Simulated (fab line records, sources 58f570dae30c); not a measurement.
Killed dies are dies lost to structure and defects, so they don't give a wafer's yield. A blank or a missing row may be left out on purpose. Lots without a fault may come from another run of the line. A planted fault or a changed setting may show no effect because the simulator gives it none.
fab line records | flow berkeley_cmos170
record lots=5 wafers=15 last_day=13
route steps=331 shown NVT@108 PVT@115 GATE@125 FIELD@126 PLDD@145
lots that met no fault: from a run of the same line without faults
start_h: hours from the record's first day to the start of the lot's first wafer shown | wait_h: hours since the lot's step before | " the same as in the row above | L1.1+2: a row that stands for several wafers | - no value, or no start given | * or withheld: withheld | < > ~ a bound
route shown NAME@n: a module of which the file shows steps, and the number in the route of the first | usual: mean/standard deviation of fault-free wafers | same: alike in all rows | chamber/n: place in a boat | sites: the reading at each site | _std_site: their standard deviation | _edge_site: outer sites' mean less inner sites' | radius_mm: how far each site lies from the wafer's centre | mask NAME#n: copy n | behind: the tool/chamber that last shaped the wafer | hold: why the lot was held/for how many hours/how that ended | device: the transistor (n, p or np) that didn't switch | end of line: the same wafers' tests at the end of the route | a step without rows: its recipe alone | killed: dies lost to structure and defects at the first sort, not the wafer's yield | map: a wafer's dies, x killed, . not, _ none there
set.NAME: the setting as run; set.NAME@STEP: as run at that earlier step | model.NAME: the simulator's own value behind a step, which no gauge read
lots at some steps of the route; a table a step, a row a wafer
services: from which hour (start_h, from the record's first day; less than 0 if before it) a tool's chamber was out of use, for how many hours, and why
## steps
# step UCB170_NVT_PEB_04
# recipe peb_temp_c=130 peb_time_s=withheld resist=KrF
# usual heater_power_total_W=56.80/0.044
# columns lot.wafer tool chamber start_h wait_h heater_power_total_W
L078.1 litho_track-04 0 149.44 0.6 56.75
L078.2 " 0 " " 56.76
L078.5 " 0 " " 56.78
L082.4 litho_track-03 0 165.68 0.2 56.80
L082.5 " 0 " " 56.84
L082.6 " 0 " " 56.77
L083.2 litho_track-03 0 175.40 0.5 56.89
L083.3 " 0 " " 56.76
L083.5 " 0 " " 56.82
L095.1 litho_track-04 0 244.22 0.3 56.77
L095.3 " 0 " " 56.78
L095.4 " 0 " " 56.75
L096.1 litho_track-02 0 244.39 0.3 56.83
L096.2 " 0 " " 56.80
L096.4 " 0 " " 56.75
# step UCB170_NVT_DEVELOP_05
# recipe developer=TMAH develop_time_s=45 resist=KrF dev_temp_c=21
# columns lot.wafer tool chamber start_h wait_h
L078.1+2+5 litho_track-04 0 - -
L082.4+5+6 litho_track-03 0 - -
L083.2+3+5 litho_track-03 0 - -
L095.1+3+4 litho_track-04 0 - -
L096.1+2+4 litho_track-02 0 - -
# step UCB170_NVT_OVL_MEAS_06
# usual NVT_OVL=1/5.9
# columns lot.wafer tool chamber start_h wait_h NVT_OVL[nm]
L078.1 overlay-01 - 149.71 - 3
L078.2 " - " " 4
L078.5 " - " " 8
L082.4 overlay-01 - 165.89 - 1
L082.5 " - " " -4
L082.6 " - " " -2
L083.2 overlay-01 - 175.66 - 3
L083.3 " - " " 9
L083.5 " - " " 12
L095.1 overlay-01 - 244.49 - 6
L095.3 " - " " 2
L095.4 " - " " 6
L096.1 overlay-02 - 244.67 - -1
L096.2 " - " " -2
L096.4 " - " " -5
# step UCB170_NVT_IMPLANT_07
# recipe species=BF2 dose_cm2=3e+12 energy_kev=50 tilt_deg=7
# columns lot.wafer tool chamber start_h wait_h
L078.1+2+5 implanter-02 0 149.75 0.0
L082.4+5+6 implanter-03 0 165.99 0.1
L083.2+3+5 implanter-03 0 175.71 0.0
L095.1+3+4 implanter-01 0 244.53 0.0
L096.1+2+4 implanter-02 0 244.70 0.0
# step UCB170_NVT_STRIP_08
# recipe chemistry=O2 power_w=400 pressure_mtorr=3500 platen_temp_c=withheld o2_flow_sccm=400 overash_fraction=0.5
# usual drypump_motor_current_A=5.8/0.68 oes_product_au=0.735/0.0044 strip_time_to_endpoint_s=21.60/0.053
# columns lot.wafer tool chamber start_h wait_h drypump_motor_current_A oes_product_au rf_hours_counter_h strip_time_to_endpoint_s
L078.1 plasma_asher-02 0 149.90 0.1 6.0 0.732 39 21.54
L078.2 " 1 " " 4.6 0.734 39 21.65
L078.5 " 0 " " 6.0 0.740 - 21.60
L082.4 plasma_asher-04 1 166.10 0.1 6.5 0.731 - 21.56
L082.5 " 1 " " 6.5 0.734 - 21.59
L082.6 " 0 " " 6.3 0.726 - 21.59
L083.2 plasma_asher-03 0 175.84 0.1 6.1 0.739 6 21.58
L083.3 " 1 " " 5.9 0.734 - 21.60
L083.5 " 1 " " 5.9 0.746 - 21.59
L095.1 plasma_asher-04 0 244.68 0.1 6.3 0.729 55 21.61
L095.3 " 0 " " 6.3 0.735 - 21.56
L095.4 " 1 " " 6.5 0.735 - 21.63
L096.1 plasma_asher-02 1 244.85 0.1 4.6 0.736 50 21.60
L096.2 " 0 " " 6.0 0.739 50 21.61
L096.4 " 0 " " 6.0 0.736 - 21.70
# step UCB170_NVT_TW_MEAS_09
# usual NVT_TW=524/5.7
# columns lot.wafer tool chamber start_h wait_h NVT_TW
L078.1 film_metro-04 - 150.00 0.1 526
L078.2 " - " " 528
L078.5 " - " " 531
L082.4 film_metro-01 - 166.19 0.1 526
L082.5 " - " " 521
L082.6 " - " " 523
L083.2 film_metro-01 - 175.95 0.1 520
L083.3 " - " " 523
L083.5 " - " " 522
L095.1 film_metro-03 - 244.78 0.1 515
L095.3 " - " " 515
L095.4 " - " " 518
L096.1 film_metro-04 - 244.95 0.1 532
L096.2 " - " " 530
L096.4 " - " " 530
# step UCB170_NVT_CLEAN_10
# recipe chemistry=SPM temp_c=120 time_s=600
# columns lot.wafer tool chamber start_h wait_h
L078.1+2+5 wet_bench-04 2 150.06 0.1
L082.4+5+6 wet_bench-02 2 166.22 0.0
L083.2+3+5 wet_bench-01 3 176.14 0.2
L095.1+3+4 wet_bench-02 0 244.84 0.1
L096.1+2+4 wet_bench-01 0 245.01 0.1
# step UCB170_PVT_HMDS_00
# recipe prime_time_s=60 prime_temp_c=100
# columns lot.wafer tool chamber start_h wait_h
L078.1+2+5 litho_track-01 0 150.68 0.4
L082.4+5+6 litho_track-03 0 166.53 0.1
L083.2+3+5 litho_track-02 0 176.72 0.4
L095.1+3+4 litho_track-01 0 245.01 0.0
L096.1+2+4 litho_track-02 0 245.20 0.0
# step UCB170_PVT_COAT_01
# recipe resist=KrF spin_rpm=1500 resist_thk_nm=900
# columns lot.wafer tool chamber start_h wait_h
L078.1+2+5 litho_track-01 0 150.83 0.1
L082.4+5+6 litho_track-03 0 166.68 0.1
L083.2+3+5 litho_track-02 0 176.87 0.1
L095.1+3+4 litho_track-01 0 245.16 0.1
L096.1+2+4 litho_track-02 0 245.35 0.1
# step UCB170_PVT_SOFTBAKE_02
# recipe resist=KrF temp_c=130 time_s=60
# usual heater_power_total_W=56.80/0.047
# columns lot.wafer tool chamber start_h wait_h heater_power_total_W
L078.1 litho_track-01 0 150.98 0.1 56.82
L078.2 " 0 " " 56.84
L078.5 " 0 " " 56.75
L082.4 litho_track-03 0 166.83 0.1 56.74
L082.5 " 0 " " 56.79
L082.6 " 0 " " 56.74
L083.2 litho_track-02 0 177.02 0.1 56.85
L083.3 " 0 " " 56.78
L083.5 " 0 " " 56.81
L095.1 litho_track-01 0 245.31 0.1 56.81
L095.3 " 0 " " 56.83
L095.4 " 0 " " 56.76
L096.1 litho_track-02 0 245.50 0.1 56.84
L096.2 " 0 " " 56.64
L096.4 " 0 " " 56.87
# step UCB170_PVT_EXPOSE_03
# recipe mask_id=NWELL target_cd_nm=3000 na=0.5 sigma_outer=0.6 source_shape=conventional dose_mj=30
# columns lot.wafer tool chamber start_h wait_h mask
L078.1+2+5 krf_scanner-02 0 151.13 0.1 NWELL#0
L082.4+5+6 krf_scanner-02 0 167.09 0.2 NWELL#0
L083.2+3+5 krf_scanner-01 0 177.28 0.2 NWELL#0
L095.1+3+4 krf_scanner-01 0 245.59 0.2 NWELL#0
L096.1+2+4 krf_scanner-02 0 245.83 0.3 NWELL#0
# step UCB170_PVT_PEB_04
# recipe peb_temp_c=130 peb_time_s=withheld resist=KrF
# usual heater_power_total_W=56.80/0.048
# columns lot.wafer tool chamber start_h wait_h heater_power_total_W
L078.1 litho_track-02 0 151.73 0.6 56.79
L078.2 " 0 " " 56.87
L078.5 " 0 " " 56.85
L082.4 litho_track-01 0 167.64 0.5 56.81
L082.5 " 0 " " 56.81
L082.6 " 0 " " 56.85
L083.2 litho_track-02 0 177.44 0.1 56.87
L083.3 " 0 " " 56.80
L083.5 " 0 " " 56.81
L095.1 litho_track-01 0 245.91 0.3 56.75
L095.3 " 0 " " 56.74
L095.4 " 0 " " 56.77
L096.1 litho_track-02 0 246.10 0.3 56.87
L096.2 " 0 " " 56.88
L096.4 " 0 " " 56.72
# step UCB170_PVT_DEVELOP_05
# recipe developer=TMAH develop_time_s=45 resist=KrF dev_temp_c=21.82
# columns lot.wafer tool chamber start_h wait_h
L078.1+2+5 litho_track-02 0 - -
L082.4+5+6 litho_track-01 0 - -
L083.2+3+5 litho_track-02 0 - -
L095.1+3+4 litho_track-01 0 - -
L096.1+2+4 litho_track-02 0 - -
# step UCB170_PVT_OVL_MEAS_06
# usual PVT_OVL=-3/5
# columns lot.wafer tool chamber start_h wait_h PVT_OVL[nm]
L078.1 overlay-02 - 152.01 - -9
L078.2 " - " " -8
L078.5 " - " " -10
L082.4 overlay-02 - 167.86 - -5
L082.5 " - " " -3
L082.6 " - " " -9
L083.2 overlay-02 - 177.70 - 2
L083.3 " - " " 1
L083.5 " - " " 2
L095.1 overlay-01 - 246.19 - 1
L095.3 " - " " -2
L095.4 " - " " 0
L096.1 overlay-01 - 246.38 - -10
L096.2 " - " " -7
L096.4 " - " " -4
# step UCB170_PVT_IMPLANT_07
# recipe species=P dose_cm2=2e+12 energy_kev=30 tilt_deg=7
# columns lot.wafer tool chamber start_h wait_h
L078.1+2+5 implanter-03 0 152.04 0.0
L082.4+5+6 implanter-04 0 167.95 0.1
L083.2+3+5 implanter-03 0 177.75 0.0
L095.1+3+4 implanter-01 0 246.22 0.0
L096.1+2+4 implanter-01 0 246.41 0.0
# step UCB170_PVT_STRIP_08
# recipe chemistry=O2 power_w=400 pressure_mtorr=3500 platen_temp_c=withheld o2_flow_sccm=400 overash_fraction=0.5
# usual drypump_motor_current_A=5.9/0.69 oes_product_au=0.734/0.0048 strip_time_to_endpoint_s=21.64/0.052
# columns lot.wafer tool chamber start_h wait_h drypump_motor_current_A oes_product_au rf_hours_counter_h strip_time_to_endpoint_s
L078.1 plasma_asher-01 1 152.19 0.1 5.4 0.722 37 21.59
L078.2 " 0 " " 6.5 0.723 37 21.53
L078.5 " 0 " " 6.5 0.730 - 21.58
L082.4 plasma_asher-01 0 168.06 0.1 6.5 0.730 - 21.59
L082.5 " 0 " " 6.5 0.734 - 21.66
L082.6 " 1 " " 5.3 0.733 - 21.61
L083.2 plasma_asher-01 1 177.88 0.1 5.3 0.734 39 21.56
L083.3 " 0 " " 6.6 0.736 - 21.54
L083.5 " 0 " " 6.6 0.743 - 21.59
L095.1 plasma_asher-02 0 246.37 0.1 6.0 0.736 50 21.72
L095.3 " 0 " " 6.0 0.729 - 21.67
L095.4 " 1 " " 4.6 0.740 - 21.68
L096.1 plasma_asher-01 0 246.56 0.1 6.6 0.725 47 21.71
L096.2 " 1 " " 5.3 0.738 47 21.72
L096.4 " 0 " " 6.5 0.735 - 21.69
# step UCB170_PVT_TW_MEAS_09
# usual PVT_TW=510/5.3
# columns lot.wafer tool chamber start_h wait_h PVT_TW
L078.1 film_metro-04 - 152.29 0.1 511
L078.2 " - " " 515
L078.5 " - " " 511
L082.4 film_metro-04 - 168.15 0.1 510
L082.5 " - " " 507
L082.6 " - " " 510
L083.2 film_metro-02 - 177.99 0.1 512
L083.3 " - " " 514
L083.5 " - " " 511
L095.1 film_metro-02 - 246.47 0.1 511
L095.3 " - " " 514
L095.4 " - " " 512
L096.1 film_metro-02 - 246.66 0.1 516
L096.2 " - " " 515
L096.4 " - " " 514
# step UCB170_GATE_WET_ETCH_00
# recipe chemistry=dHF dilution=25:1 target=SiO2 temp_c=25 time_s=200
# columns lot.wafer tool chamber start_h wait_h
L078.1+2+5 wet_bench-03 1 152.35 0.1
L082.4+5+6 wet_bench-02 1 168.18 0.0
L083.2+3+5 wet_bench-03 1 178.18 0.2
L095.1+3+4 wet_bench-04 1 246.53 0.1
L096.1+2+4 wet_bench-03 1 246.72 0.1
# step UCB170_FIELD_THK_MEAS_91
# recipe reads=SiO2_of_FIELD_OXIDATION_01
# usual FIELD_OXIDE_LEFT_2_THK=342/11
# columns lot.wafer tool chamber start_h wait_h FIELD_OXIDE_LEFT_2_THK[nm]
L078.1 film_metro-03 - 152.42 0.0 341
L078.2 " - " " 349
L078.5 " - " " 349
L082.4 film_metro-03 - 168.28 0.0 335
L082.5 " - " " 338
L082.6 " - " " 344
L083.2 film_metro-04 - 178.26 0.0 314
L083.3 " - " " 323
L083.5 " - " " 323
L095.1 film_metro-04 - 246.60 0.0 338
L095.3 " - " " 341
L095.4 " - " " 341
L096.1 film_metro-02 - 246.79 0.0 352
L096.2 " - " " 347
L096.4 " - " " 359
# step UCB170_GATE_OXIDATION_01
# recipe temp_c=850 ambient=O2 target_thk_a=66 ox_time_s=1800
# columns lot.wafer tool chamber start_h wait_h
L078.1+2+5 furnace-01 0 155.43 3.0
L082.4+5+6 furnace-02 0 170.80 2.5
L083.2+3+5 furnace-04 0 181.81 3.5
L095.1+3+4 furnace-01 0 253.02 6.4
L096.1+2+4 furnace-01 0 253.02 6.2
# step UCB170_GATE_THK_MEAS_02
# recipe reads=SiO2_of_GATE_OXIDATION_01
# usual GATE_OXIDE_THK=6.56/0.14
# columns lot.wafer tool chamber start_h wait_h GATE_OXIDE_THK[nm]
L078.1 film_metro-02 - 156.93 0.0 6.63
L078.2 " - " " 6.66
L078.5 " - " " 6.56
L082.4 film_metro-02 - 172.33 0.0 6.67
L082.5 " - " " 6.57
L082.6 " - " " 6.66
L083.2 film_metro-02 - 183.32 0.0 6.46
L083.3 " - " " 6.50
L083.5 " - " " 6.50
L095.1 film_metro-02 - 254.52 0.0 6.65
L095.3 " - " " 6.49
L095.4 " - " " 6.56
L096.1 film_metro-04 - 254.52 0.0 6.79
L096.2 " - " " 6.81
L096.4 " - " " 6.82
# step UCB170_GATE_ANNEAL_03
# recipe temp_c=900 time_s=1800 ambient=N2
# columns lot.wafer tool chamber start_h wait_h
L078.1+2+5 furnace-04 0 161.05 4.1
L082.4+5+6 furnace-02 0 173.80 1.5
L083.2+3+5 furnace-02 0 187.65 4.3
L095.1+3+4 furnace-01 0 263.12 8.6
L096.1+2+4 furnace-01 0 263.12 8.6
# step UCB170_GATE_CVD_04
# recipe material=poly-Si temp_c=610 precursor=SiH4 time_s=1440 pressure_mtorr=375 target_thk_nm=214 sih4_flow_sccm=122.7
# usual sih4_flow_sccm=122.7/0.33
# columns lot.wafer tool chamber start_h wait_h sih4_flow_sccm
L078.1 lpcvd-01 1 163.85 1.3 122.9
L078.2 " 1 " " 122.8
L078.5 " 1 " " 123.2
L082.4 lpcvd-02 0 175.30 0.0 122.5
L082.5 " 0 " " 122.9
L082.6 " 0 " " 123.0
L083.2 lpcvd-02 0 189.15 0.0 122.7
L083.3 " 0 " " 122.7
L083.5 " 0 " " 122.3
L095.1 lpcvd-01 1 264.62 0.0 122.5
L095.3 " 1 " " 122.7
L095.4 " 1 " " 122.7
L096.1 lpcvd-01 0 264.62 0.0 122.4
L096.2 " 0 " " 122.8
L096.4 " 0 " " 122.5
# step UCB170_GATE_THK_MEAS_05
# recipe reads=poly-Si_of_GATE_CVD_04
# usual GATE_POLY_THK=218.7/2.5
# columns lot.wafer tool chamber start_h wait_h GATE_POLY_THK[nm]
L078.1 film_metro-02 - 165.95 0.0 221.0
L078.2 " - " " 218.6
L078.5 " - " " 222.8
L082.4 film_metro-02 - 176.73 0.0 215.4
L082.5 " - " " 216.8
L082.6 " - " " 216.8
L083.2 film_metro-04 - 190.59 0.0 220.2
L083.3 " - " " 221.2
L083.5 " - " " 220.6
L095.1 film_metro-02 - 266.02 0.0 220.0
L095.3 " - " " 218.5
L095.4 " - " " 219.8
L096.1 film_metro-02 - 266.08 0.1 216.2
L096.2 " - " " 217.6
L096.4 " - " " 216.4
# step UCB170_GATE_COAT_06
# recipe resist=BARC temp_c=withheld time_s=withheld spin_rpm=3000 resist_thk_nm=withheld
# columns lot.wafer tool chamber start_h wait_h
L078.1+2+5 litho_track-01 0 166.21 0.3
L082.4+5+6 litho_track-04 0 176.83 0.1
L083.2+3+5 litho_track-01 0 190.95 0.4
L095.1+3+4 litho_track-01 0 266.60 0.6
L096.1+2+4 litho_track-04 0 266.77 0.7
# step UCB170_GATE_COAT_07
# recipe resist=KrF spin_rpm=1500 resist_thk_nm=900
# columns lot.wafer tool chamber start_h wait_h
L078.1+2+5 litho_track-01 0 - -
L082.4+5+6 litho_track-04 0 - -
L083.2+3+5 litho_track-01 0 - -
L095.1+3+4 litho_track-01 0 - -
L096.1+2+4 litho_track-04 0 - -
# step UCB170_GATE_SOFTBAKE_08
# recipe resist=KrF temp_c=130 time_s=60
# usual heater_power_total_W=56.81/0.044
# columns lot.wafer tool chamber start_h wait_h heater_power_total_W
L078.1 litho_track-01 0 - - 56.82
L078.2 " 0 " " 56.80
L078.5 " 0 " " 56.78
L082.4 litho_track-04 0 - - 56.81
L082.5 " 0 " " 56.84
L082.6 " 0 " " 56.74
L083.2 litho_track-01 0 - - 56.80
L083.3 " 0 " " 56.84
L083.5 " 0 " " 56.80
L095.1 litho_track-01 0 - - 56.74
L095.3 " 0 " " 56.79
L095.4 " 0 " " 56.76
L096.1 litho_track-04 0 - - 56.74
L096.2 " 0 " " 56.78
L096.4 " 0 " " 56.75
# step UCB170_GATE_EXPOSE_09
# recipe mask_id=POLY target_cd_nm=350 na=0.5 sigma_outer=0.6 source_shape=conventional dose_mj=21
# columns lot.wafer tool chamber start_h wait_h mask
L078.1+2+5 krf_scanner-01 0 166.70 - POLY#0
L082.4+5+6 krf_scanner-02 0 177.39 - POLY#0
L083.2+3+5 krf_scanner-02 0 191.56 - POLY#0
L095.1+3+4 krf_scanner-02 0 267.05 - POLY#0
L096.1+2+4 krf_scanner-02 0 267.65 - POLY#0
# step UCB170_GATE_PEB_10
# recipe peb_temp_c=130 peb_time_s=withheld resist=KrF
# usual heater_power_total_W=56.80/0.042
# columns lot.wafer tool chamber start_h wait_h heater_power_total_W
L078.1 litho_track-04 0 166.98 0.3 56.78
L078.2 " 0 " " 56.73
L078.5 " 0 " " 56.80
L082.4 litho_track-03 0 177.53 0.1 56.84
L082.5 " 0 " " 56.85
L082.6 " 0 " " 56.83
L083.2 litho_track-03 0 192.02 0.4 56.82
L083.3 " 0 " " 56.85
L083.5 " 0 " " 56.86
L095.1 litho_track-04 0 267.77 0.7 56.82
L095.3 " 0 " " 56.78
L095.4 " 0 " " 56.78
L096.1 litho_track-04 0 268.04 0.4 56.81
L096.2 " 0 " " 56.78
L096.4 " 0 " " 56.83
# step UCB170_GATE_DEVELOP_11
# recipe developer=TMAH develop_time_s=45 resist=KrF dev_temp_c=21
# columns lot.wafer tool chamber start_h wait_h
L078.1+2+5 litho_track-04 0 - -
L082.4+5+6 litho_track-03 0 - -
L083.2+3+5 litho_track-03 0 - -
L095.1+3+4 litho_track-04 0 - -
L096.1+2+4 litho_track-04 0 - -
# step UCB170_GATE_CD_MEAS_12
# recipe target_cd_nm=350
# usual cd_nm=349.9/1.4
# columns lot.wafer tool chamber start_h wait_h cd_nm
L078.1 cd_sem-01 - 167.25 - 347.2
L078.2 " - " " 347.3
L078.5 " - " " 349.6
L082.4 cd_sem-02 - 177.79 - 347.6
L082.5 " - " " 347.4
L082.6 " - " " 349.0
L083.2 cd_sem-01 - 192.33 - 348.7
L083.3 " - " " 347.9
L083.5 " - " " 348.2
L095.1 cd_sem-01 - 268.04 - 350.7
L095.3 " - " " 349.3
L095.4 " - " " 349.5
L096.1 cd_sem-01 - 268.32 - 350.5
L096.2 " - " " 350.8
L096.4 " - " " 350.0
# step UCB170_GATE_OVL_MEAS_13
# usual GATE_OVL=1/5.8
# columns lot.wafer tool chamber start_h wait_h GATE_OVL[nm]
L078.1 overlay-01 - 167.37 0.1 -3
L078.2 " - " " -2
L078.5 " - " " -13
L082.4 overlay-01 - 177.87 0.1 0
L082.5 " - " " -7
L082.6 " - " " -8
L083.2 overlay-02 - 192.43 0.1 -9
L083.3 " - " " -1
L083.5 " - " " -3
L095.1 overlay-01 - 268.16 0.1 5
L095.3 " - " " 2
L095.4 " - " " 6
L096.1 overlay-02 - 268.44 0.1 -4
L096.2 " - " " 1
L096.4 " - " " -3
# step UCB170_GATE_ETCH_14
# recipe chemistry=N2/H2 target_depth_a=withheld overetch_a=withheld target=BARC time_s=withheld source_w=500 bias_w=100 pressure_mtorr=30 n2_flow_sccm=100 h2_flow_sccm=200
# usual drypump_motor_current_A=5.6/0.43 oes_product_au=0.997/0.019 rf_fwd_power_W=494.8/1.9 throttle_valve_pct=13.34/0.19
# columns lot.wafer tool chamber start_h wait_h drypump_motor_current_A oes_product_au rf_fwd_power_W throttle_valve_pct
L078.1 rie_diel-01 3 167.41 0.0 5.8 1.020 495.8 13.66
L078.2 " 2 " " 6.1 1.006 493.5 13.24
L078.5 " 1 " " 6.5 0.994 490.8 13.52
L082.4 rie_diel-04 3 177.91 0.0 5.5 0.992 494.3 13.19
L082.5 " 2 " " 5.5 0.975 494.9 13.50
L082.6 " 1 " " 5.9 1.037 495.0 13.66
L083.2 rie_diel-04 0 192.46 0.0 5.9 0.991 496.9 13.17
L083.3 " 3 " " 5.5 0.982 495.5 13.16
L083.5 " 0 " " 5.9 0.994 493.9 13.18
L095.1 rie_diel-02 2 268.20 0.0 5.9 1.014 496.2 13.20
L095.3 " 3 " " 4.8 0.987 492.2 13.45
L095.4 " 0 " " 5.4 0.984 498.0 13.48
L096.1 rie_diel-02 1 268.47 0.0 5.3 1.001 497.5 13.00
L096.2 " 0 " " 5.4 0.994 494.1 13.49
L096.4 " 2 " " 5.9 1.019 492.9 13.22
# step UCB170_GATE_ETCH_15
# recipe chemistry=HBr/Cl2 target=poly-Si stop_on=SiO2 over_etch_frac=0.3 icp_w=300 bias_w=150 time_s=56.3 pressure_mtorr=15 HBr_flow_sccm=150 Cl2_flow_sccm=50 target_depth_a=2782
# usual drypump_motor_current_A=5.6/0.51 oes_product_au=0.842/0.016 rf_fwd_power_W=297.0/1.2 throttle_valve_pct=26.54/0.12
# columns lot.wafer tool chamber start_h wait_h drypump_motor_current_A oes_product_au rf_fwd_power_W rf_hours_counter_h throttle_valve_pct
L078.1 rie_si-01 3 167.45 - 6.3 0.842 297.4 2 26.58
L078.2 " 1 " " 5.7 0.861 297.9 1 26.63
L078.5 " 2 " " 5.6 0.815 297.2 - 26.40
L082.4 rie_si-02 0 177.93 - 4.9 0.835 297.5 0 26.63
L082.5 " 1 " " 5.1 0.822 294.2 - 26.40
L082.6 " 2 " " 5.9 0.849 296.6 - 26.61
L083.2 rie_si-01 2 192.50 - 5.6 0.825 297.5 3 26.37
L083.3 " 1 " " 5.7 0.864 297.3 1 26.64
L083.5 " 0 " " 5.3 0.867 297.0 - 26.41
L095.1 rie_si-01 3 268.24 - 6.3 0.832 297.2 2 26.57
L095.3 " 0 " " 5.3 0.870 296.5 0 26.33
L095.4 " 2 " " 5.6 0.819 296.9 3 26.41
L096.1 rie_si-01 1 268.52 - 5.7 0.841 296.5 1 26.65
L096.2 " 0 " " 5.4 0.863 297.1 0 26.32
L096.4 " 2 " " 5.6 0.818 295.1 3 26.42
# step UCB170_GATE_STRIP_16
# recipe chemistry=O2 power_w=400 pressure_mtorr=3500 platen_temp_c=withheld o2_flow_sccm=400 overash_fraction=0.5
# usual drypump_motor_current_A=5.7/0.64 oes_product_au=0.725/0.0042
# columns lot.wafer tool chamber start_h wait_h drypump_motor_current_A oes_product_au rf_hours_counter_h
L078.1 plasma_asher-02 0 167.50 0.0 6.0 0.727 41
L078.2 " 1 " " 4.6 0.726 41
L078.5 " 1 " " 4.6 0.721 -
L082.4 plasma_asher-02 0 178.01 0.1 6.0 0.729 -
L082.5 " 0 " " 6.0 0.728 -
L082.6 " 1 " " 4.6 0.721 -
L083.2 plasma_asher-02 1 192.55 0.0 4.6 0.725 44
L083.3 " 0 " " 6.0 0.727 -
L083.5 " 1 " " 4.6 0.722 -
L095.1 plasma_asher-03 0 268.29 0.0 6.1 0.720 16
L095.3 " 0 " " 6.1 0.730 -
L095.4 " 1 " " 5.9 0.724 -
L096.1 plasma_asher-02 0 268.56 0.0 6.0 0.722 52
L096.2 " 1 " " 4.6 0.729 52
L096.4 " 1 " " 4.6 0.730 -
# step UCB170_GATE_CD_MEAS_90
# recipe target_cd_nm=350
# usual cd_nm=350.1/1.5
# columns lot.wafer tool chamber start_h wait_h cd_nm
L078.1 cd_sem-02 - 167.60 0.1 348.0
L078.2 " - " " 348.0
L078.5 " - " " 350.2
L082.4 cd_sem-02 - 178.14 0.1 347.8
L082.5 " - " " 347.3
L082.6 " - " " 348.2
L083.2 cd_sem-02 - 192.73 0.1 349.1
L083.3 " - " " 348.2
L083.5 " - " " 348.7
L095.1 cd_sem-02 - 268.46 0.1 350.9
L095.3 " - " " 350.2
L095.4 " - " " 349.7
L096.1 cd_sem-02 - 268.70 0.1 351.4
L096.2 " - " " 350.8
L096.4 " - " " 349.8
# step UCB170_GATE_CLEAN_17
# recipe chemistry=SPM temp_c=120 time_s=600
# columns lot.wafer tool chamber start_h wait_h
L078.1+2+5 wet_bench-03 1 167.72 0.1
L082.4+5+6 wet_bench-03 1 178.25 0.1
L083.2+3+5 wet_bench-03 0 192.83 0.1
L095.1+3+4 wet_bench-04 2 268.58 0.1
L096.1+2+4 wet_bench-03 1 268.82 0.1
# step UCB170_PLDD_HMDS_00
# recipe prime_time_s=60 prime_temp_c=100
# columns lot.wafer tool chamber start_h wait_h
L078.1+2+5 litho_track-04 0 168.15 0.3
L082.4+5+6 litho_track-01 0 178.50 0.1
L083.2+3+5 litho_track-02 0 193.03 0.0
L095.1+3+4 litho_track-04 0 268.75 0.0
L096.1+2+4 litho_track-02 0 268.99 0.0
# step UCB170_PLDD_COAT_01
# recipe resist=KrF spin_rpm=1500 resist_thk_nm=900
# columns lot.wafer tool chamber start_h wait_h
L078.1+2+5 litho_track-04 0 168.30 0.1
L082.4+5+6 litho_track-01 0 178.65 0.1
L083.2+3+5 litho_track-02 0 193.18 0.1
L095.1+3+4 litho_track-04 0 268.90 0.1
L096.1+2+4 litho_track-02 0 269.14 0.1
# step UCB170_PLDD_SOFTBAKE_02
# recipe resist=KrF temp_c=130 time_s=60
# usual heater_power_total_W=56.80/0.046
# columns lot.wafer tool chamber start_h wait_h heater_power_total_W
L078.1 litho_track-04 0 168.45 0.1 56.86
L078.2 " 0 " " 56.77
L078.5 " 0 " " 56.76
L082.4 litho_track-01 0 178.80 0.1 56.82
L082.5 " 0 " " 56.84
L082.6 " 0 " " 56.87
L083.2 litho_track-02 0 193.33 0.1 56.72
L083.3 " 0 " " 56.76
L083.5 " 0 " " 56.71
L095.1 litho_track-04 0 269.05 0.1 56.77
L095.3 " 0 " " 56.86
L095.4 " 0 " " 56.80
L096.1 litho_track-02 0 269.29 0.1 56.80
L096.2 " 0 " " 56.90
L096.4 " 0 " " 56.81
# step UCB170_PLDD_EXPOSE_03
# recipe mask_id=PSELECT na=0.5 sigma_outer=0.6 source_shape=conventional target_cd_nm=1200 dose_mj=30
# columns lot.wafer tool chamber start_h wait_h mask
L078.1+2+5 krf_scanner-01 0 168.73 0.2 PSELECT#0
L082.4+5+6 krf_scanner-01 0 178.93 0.1 PSELECT#0
L083.2+3+5 krf_scanner-01 0 193.72 0.4 PSELECT#0
L095.1+3+4 krf_scanner-02 0 269.33 0.2 PSELECT#0
L096.1+2+4 krf_scanner-01 0 269.68 0.4 PSELECT#0
# step UCB170_PLDD_PEB_04
# recipe peb_temp_c=130 peb_time_s=withheld resist=KrF
# usual heater_power_total_W=56.80/0.047
# columns lot.wafer tool chamber start_h wait_h heater_power_total_W
L078.1 litho_track-04 0 168.84 0.1 56.74
L078.2 " 0 " " 56.73
L078.5 " 0 " " 56.82
L082.4 litho_track-01 0 179.40 0.4 56.71
L082.5 " 0 " " 56.84
L082.6 " 0 " " 56.83
L083.2 litho_track-04 0 194.69 1.0 56.80
L083.3 " 0 " " 56.81
L083.5 " 0 " " 56.80
L095.1 litho_track-04 0 269.65 0.3 56.72
L095.3 " 0 " " 56.83
L095.4 " 0 " " 56.78
L096.1 litho_track-04 0 270.20 0.5 56.84
L096.2 " 0 " " 56.84
L096.4 " 0 " " 56.81
# step UCB170_PLDD_DEVELOP_05
# recipe developer=TMAH develop_time_s=45 resist=KrF dev_temp_c=21
# columns lot.wafer tool chamber start_h wait_h
L078.1+2+5 litho_track-04 0 - -
L082.4+5+6 litho_track-01 0 - -
L083.2+3+5 litho_track-04 0 - -
L095.1+3+4 litho_track-04 0 - -
L096.1+2+4 litho_track-04 0 - -
## services
# columns tool chamber start_h hours kind
furnace-02 - 138.12 3.1 pm
krf_scanner-02 - 143.58 0.8 pm
krf_scanner-02 - 144.33 1.0 pm
rie_diel-02 - 145.58 1.1 repair
krf_scanner-01 - 153.87 1.1 repair
rie_diel-04 1 159.08 14.7 repair
rie_diel-04 0 169.06 10.0 repair
rie_si-01 - 179.28 2.8 pm
implanter-02 - 181.15 4.9 pm
krf_scanner-01 - 189.41 1.0 pm
rie_diel-04 1 190.88 8.3 repair
wet_bench-01 - 199.02 2.0 repair
krf_scanner-01 - 199.18 1.3 pm
implanter-01 - 202.97 0.9 repair
rie_si-01 - 215.63 2.1 repair
rie_si-01 1 239.89 3.7 repair
furnace-04 - 240.50 3.8 pm
furnace-01 - 241.96 4.3 pm
implanter-03 - 242.35 6.2 pm
furnace-02 - 244.74 2.9 pm
implanter-03 - 248.55 6.3 pm
krf_scanner-02 - 249.56 1.4 repair
krf_scanner-02 - 254.73 1.3 pm
krf_scanner-02 - 264.02 0.3 repair
## key
fault none
